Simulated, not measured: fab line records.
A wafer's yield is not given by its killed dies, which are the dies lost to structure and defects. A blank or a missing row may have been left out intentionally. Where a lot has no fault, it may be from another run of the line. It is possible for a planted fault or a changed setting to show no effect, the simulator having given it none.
Which of the tools did it? + flow ritCmos + 42 wafers from 14 lots sampled at 2 of the route's 202 steps

WHAT THE GAUGES READ, wafer by wafer
RIT_NWELL_OVL_MEAS_06. Usual: NWELL_OVL 1.2 nm, standard deviation 1.3.
| lot  | measured    | on         | NWELL_OVL (nm)       | flag |
|------|-------------|------------|----------------------|------|
| L168 | day 2 00:45 | overlay-02 | 2.5 1.0 1.5          |      |
| L169 | day 2 06:35 | overlay-01 | -0.9 -0.8 -0.7       |      |
| L170 | day 2 12:39 | overlay-01 | 3.4 -0.5 -0.5        |      |
| L171 | day 2 13:32 | overlay-01 | 0.7 -0.5 1.3         |      |
| L173 | day 3 01:13 | overlay-02 | 2.1 0.9 1.1          |      |
| L175 | day 3 08:55 | overlay-02 | 1.5 2.5 2.3          |      |
| L176 | day 3 16:26 | overlay-02 | 3.2 3.2 2.9          |      |
| L177 | day 3 20:44 | overlay-02 | -300.9 -300.3 -298.6 | OFF  |
| L179 | day 4 08:34 | overlay-02 | -299.3 -298.8 -299.0 | OFF  |
| L182 | day 4 20:29 | overlay-01 | 0.8 -0.2 0.2         |      |
| L183 | day 5 02:54 | overlay-02 | 0.2 0.5 -0.2         |      |
| L186 | day 5 16:01 | overlay-01 | 2.5 1.2 2.6          |      |
| L190 | day 6 16:13 | overlay-01 | 1.2 1.1 -1.5         |      |
| L191 | day 7 00:59 | overlay-01 | 3.8 1.2 0.7          |      |

WHAT TOOL EACH LOT RAN ON (gives the tool, then ch and the chambers of the sampled wafers, and finally the start)
| lot  | RIT_NWELL_EXPOSE_03               |
|------|-----------------------------------|
| L168 | ilineStepper-02 ch 0, day 2 00:19 |
| L169 | ilineStepper-01 ch 0, day 2 06:10 |
| L170 | ilineStepper-02 ch 0, day 2 12:10 |
| L171 | ilineStepper-02 ch 0, day 2 13:06 |
| L173 | ilineStepper-02 ch 0, day 3 00:47 |
| L175 | ilineStepper-01 ch 0, day 3 08:29 |
| L176 | ilineStepper-02 ch 0, day 3 16:01 |
| L177 | ilineStepper-01 ch 0, day 3 20:19 |
| L179 | ilineStepper-01 ch 0, day 4 08:05 |
| L182 | ilineStepper-02 ch 0, day 4 20:04 |
| L183 | ilineStepper-02 ch 0, day 5 02:31 |
| L186 | ilineStepper-02 ch 0, day 5 15:35 |
| L190 | ilineStepper-02 ch 0, day 6 15:47 |
| L191 | ilineStepper-02 ch 0, day 7 00:34 |
- RIT_NWELL_EXPOSE_03: exposes mask M2, target cd 43900 nm.

WHAT THE TOOLS THEMSELVES READ (means of the sampled wafers that have a number; where no wafer has one, the mark that the record gives instead)
RIT_NWELL_EXPOSE_03. Usual: stageVelMmS 499.99 mm/s, standard deviation 0.25.
| lot  | tool            | stageVelMmS (mm/s) | flag |
|------|-----------------|--------------------|------|
| L168 | ilineStepper-02 | 499.71             |      |
| L169 | ilineStepper-01 | 499.94             |      |
| L170 | ilineStepper-02 | 500.20             |      |
| L171 | ilineStepper-02 | 500.02             |      |
| L173 | ilineStepper-02 | 500.24             |      |
| L175 | ilineStepper-01 | 500.13             |      |
| L176 | ilineStepper-02 | 499.96             |      |
| L177 | ilineStepper-01 | 499.67             |      |
| L179 | ilineStepper-01 | 499.69             |      |
| L182 | ilineStepper-02 | 500.18             |      |
| L183 | ilineStepper-02 | 499.80             |      |
| L186 | ilineStepper-02 | 499.77             |      |
| L190 | ilineStepper-02 | 499.61             |      |
| L191 | ilineStepper-02 | 500.43             |      |

THE ANSWER, worked out from the rows above alone
Rule: a lot counts as off when the mean over its wafers that have a number is more than 3 standard deviations away from the usual mean. Also off: a lot with no number at a reading for which 4 or more lots have one. All remaining lots with rows at the step are treated as sound. Order of review: gauges by route order, followed by the tools' own readings, for which a lot's mean as printed above is used. At the first step where some lot is off, the reading lying furthest off is the one used; lots without a number count as furthest.
Off: L177, L179, seen at RIT_NWELL_OVL_MEAS_06 (NWELL_OVL).
If a tool, at a process step before that reading, ran all the lots that are off and no sound lot after the first of them, it fits. Gauges at RIT_NWELL_OVL_MEAS_06: tried the same way as those tools. One candidate fits, namely ilineStepper-01 at RIT_NWELL_EXPOSE_03. Its last sound lot is L175 (day 3 08:29), its first lot that is off L177 (day 3 20:19): a fault that began between those two fits.

WHAT WAS PUT IN BY THE SIMULATOR
Scanner matching overlay: ilineStepper-01, from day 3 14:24 on, at RIT_NWELL_EXPOSE_03. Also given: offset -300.
Shown lots that were struck: L177, L179. Same finding as the rule above.
